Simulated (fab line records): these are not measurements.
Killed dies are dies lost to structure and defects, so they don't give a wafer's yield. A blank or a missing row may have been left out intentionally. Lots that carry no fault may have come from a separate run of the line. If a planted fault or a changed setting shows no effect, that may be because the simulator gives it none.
Struck lot and sound lot, side by side + flow berkeleyCmos170 + 16 out of 331 route steps
Sound: the wafers L206.1, L206.3, L206.6. Wafers struck: L213.3, L213.4, L213.5. At the end, the cause is stated.
Each step with rows lists, per side, the tool, then ch with its chambers, then its first start. Under that, the readings that differ: sound wafers + struck wafers + difference of the means + sigmas: that difference in standard deviations of wafers without a fault.
alike: a reading whose means differ by less than 2 such deviations, as well as words and numbers matching on both sides. not compared: withheld readings; readings where some wafer has no value; bounds like >300 that might hide an equal value; numbers whose values overlap and for which the record gives no deviation.
The two part at a step that has a row with sigmas, a row that says differs or no value, or rows on one side only. Numbers that have no deviation but don't overlap get no sigmas and don't part them. A reading missing from all wafers of one side parts the sides only when that side holds two or more wafers.

UCB170_NVT_OVL_MEAS_06:
  sound on overlay-02, day 5 20:14; struck on overlay-01, day 7 08:49
  alike: NVT_OVL
after that, 1 step had no rows for these wafers: UCB170_NVT_IMPLANT_07.
UCB170_NVT_STRIP_08: strips in O2.
  sound on plasmaAsher-04 ch 0,1, day 5 20:25; struck on plasmaAsher-01 ch 0,1, day 7 09:01
  alike: chamberPressureMTorr, drypumpMotorCurrentA, oesProductAu, stripTimeToEndpointS
  not compared: rfHoursCounterH
UCB170_NVT_TW_MEAS_09:
  sound on filmMetro-04, day 5 20:31; struck on filmMetro-04, day 7 09:06
| reading | sound             | struck            | difference | sigmas |
|---------|-------------------|-------------------|------------|--------|
| NVT_TW  | 522.0 522.3 524.0 | 528.7 528.4 527.6 | +5.5       | +2     |
then, 7 steps without rows for these wafers: UCB170_NVT_CLEAN_10 (cleans in SPM, time 600 s); UCB170_PVT_HMDS_00 (prime time 60 s); UCB170_PVT_COAT_01 (resist thk 900 nm); UCB170_PVT_SOFTBAKE_02 (time 60 s); UCB170_PVT_EXPOSE_03 (exposes mask NWELL, target cd 3000 nm); UCB170_PVT_PEB_04; UCB170_PVT_DEVELOP_05 (develop time 45 s).
UCB170_PVT_OVL_MEAS_06:
  sound on overlay-01, day 5 22:23; struck on overlay-01, day 7 11:49
  alike: PVT_OVL
UCB170_PVT_IMPLANT_07:
  sound on implanter-04 ch 0, day 5 22:25; struck on implanter-01 ch 0, day 7 11:53
| reading                  | sound             | struck            | difference | sigmas |
|--------------------------|-------------------|-------------------|------------|--------|
| implantIonAmu            | 31 31 31          | 11 11 11          | -20        |        |
| model.implant.rpNm (nm)  | 35.3 35.3 35.3    | 100.2 100.2 100.2 | +64.9      |        |
| model.implant.drpNm (nm) | 16.56 16.56 16.56 | 42.97 42.97 42.97 | +26.41     |        |
UCB170_PVT_STRIP_08: strips in O2.
  sound on plasmaAsher-02 ch 0,1, day 5 22:34; struck on plasmaAsher-04 ch 0,1, day 7 12:02
  alike: chamberPressureMTorr, drypumpMotorCurrentA, oesProductAu, stripTimeToEndpointS
  not compared: rfHoursCounterH
UCB170_PVT_TW_MEAS_09:
  sound on filmMetro-04, day 5 22:40; struck on filmMetro-02, day 7 12:23
| reading | sound             | struck            | difference | sigmas      |
|---------|-------------------|-------------------|------------|-------------|
| PVT_TW  | 510.6 509.5 508.5 | 260.6 259.1 257.7 | -250.4     | -99 or more |
  not compared: hold
after that, 1 step had no rows for these wafers: UCB170_M3_PROBE_99.

## WHERE THEY PART
Last at UCB170_PVT_TW_MEAS_09 as far as this record goes, first at UCB170_NVT_TW_MEAS_09.

WHY: what the simulator had put in
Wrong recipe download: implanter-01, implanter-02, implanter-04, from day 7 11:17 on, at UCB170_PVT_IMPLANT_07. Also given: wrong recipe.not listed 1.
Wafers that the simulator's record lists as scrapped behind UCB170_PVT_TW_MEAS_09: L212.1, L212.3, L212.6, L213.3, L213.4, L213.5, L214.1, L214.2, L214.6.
